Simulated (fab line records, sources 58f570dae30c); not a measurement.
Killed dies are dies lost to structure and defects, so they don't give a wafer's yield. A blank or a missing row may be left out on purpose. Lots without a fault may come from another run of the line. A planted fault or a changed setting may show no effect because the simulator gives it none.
Problem report in the 8D (eight disciplines) form, filled by code | flow berkeley_cmos170 | the parts of the form that need people (team, actions taken, sign-off) are left out

1. THE PROBLEM
cd_nm at UCB170_CONTACT_CD_MEAS_15 reads a mean of 713.0 nm on 6 wafers of 2 lots; wafers without a fault read 699.2 nm with a standard deviation of 1.4. That is +9.9 standard deviations from the usual mean.
The step: target cd 700 nm.
First seen on wafer L783.1, day 8 07:42, on cd_sem-02. The record holds 42 wafers of 14 lots with a number at this step. Rule for "out", or "out of limits": more than 4 standard deviations from the usual mean. The other wafers with a number count as sound.

2. WHAT IT IS AND WHAT IT IS NOT
question                    | is                     | is not
which readings at this step | cd_nm                  | -
which lots                  | L783, L784             | L779, L780, L781, L782, L793, L794, L796, L797, L798, L800, L801, L802
which wafers of those lots  | all that have a number | -
read on which gauges        | cd_sem-02              | cd_sem-01
when                        | from day 8 07:42       | up to then (12 sound wafers); but 24 sound wafers of L793, L794, L796, L797, L798, L800, L801, L802 came after

3. SUSPECTS, AND WHAT RULES EACH OUT
Counting: a tool at a process step up to the reading stays a suspect if it ran every lot that is out and no sound lot after the first of them.
- the gauge at UCB170_CONTACT_CD_MEAS_15: ruled out. All the wafers that are out were read on cd_sem-02, but those of them that UCB170_CONTACT_PEB_13 has rows for are out there too, on other tools.
- litho_track-01 at UCB170_CONTACT_PEB_13: ruled out as a lasting fault. Sound lots L798, L801, L800 ran on it after its first lot that is out, L783 (day 8 07:26).
Left after counting: nothing in the record.

4. THE CAUSE (what the simulator had put in)
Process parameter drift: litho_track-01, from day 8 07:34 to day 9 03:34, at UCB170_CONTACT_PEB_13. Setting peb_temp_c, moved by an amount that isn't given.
Counting ruled it out, wrongly: the rule takes a fault to strike every lot that its tool runs from its start on, and this one did not.

5. THE CHAIN OF EFFECTS, in route order
Each row: a reading whose mean over the struck wafers that have a number lies more than 3 standard deviations from the usual. Only readings for which the record gives a usual standard deviation are gone through. hours: the time from each lot's start at the first step in this table that gives one to its start at this step, as a median over the lots. sigmas: the change in usual standard deviations.
hours | step                      | reading              | usual    | on struck wafers | change | sigmas
0     | UCB170_CONTACT_PEB_13     | heater_power_total_W | 56.80 W  | 58.05            | +1.25  | +28
0     | UCB170_CONTACT_PEB_13     | plate_temp_C         | 129.99 C | 132.19           | +2.20  | +17
0     | UCB170_CONTACT_CD_MEAS_15 | cd_nm                | 699.2 nm | 713.0            | +13.8  | +9.9
The process steps in it:
- UCB170_CONTACT_PEB_13
Later measuring or inspecting steps at which every struck wafer that the step has a row for has a number for every such reading, and none has moved that far: UCB170_M1_RS_MEAS_01.

6. WHAT WOULD HAVE CAUGHT IT SOONER
In this record the first reading out of limits at a measuring or inspecting step was taken at day 8 07:42, 0 hours after the fault began at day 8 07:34.
The tool's own readings at UCB170_CONTACT_PEB_13 were out on every struck wafer that the step has a row for (heater_power_total_W, plate_temp_C): an alarm limit on them would have fired on the first of those.
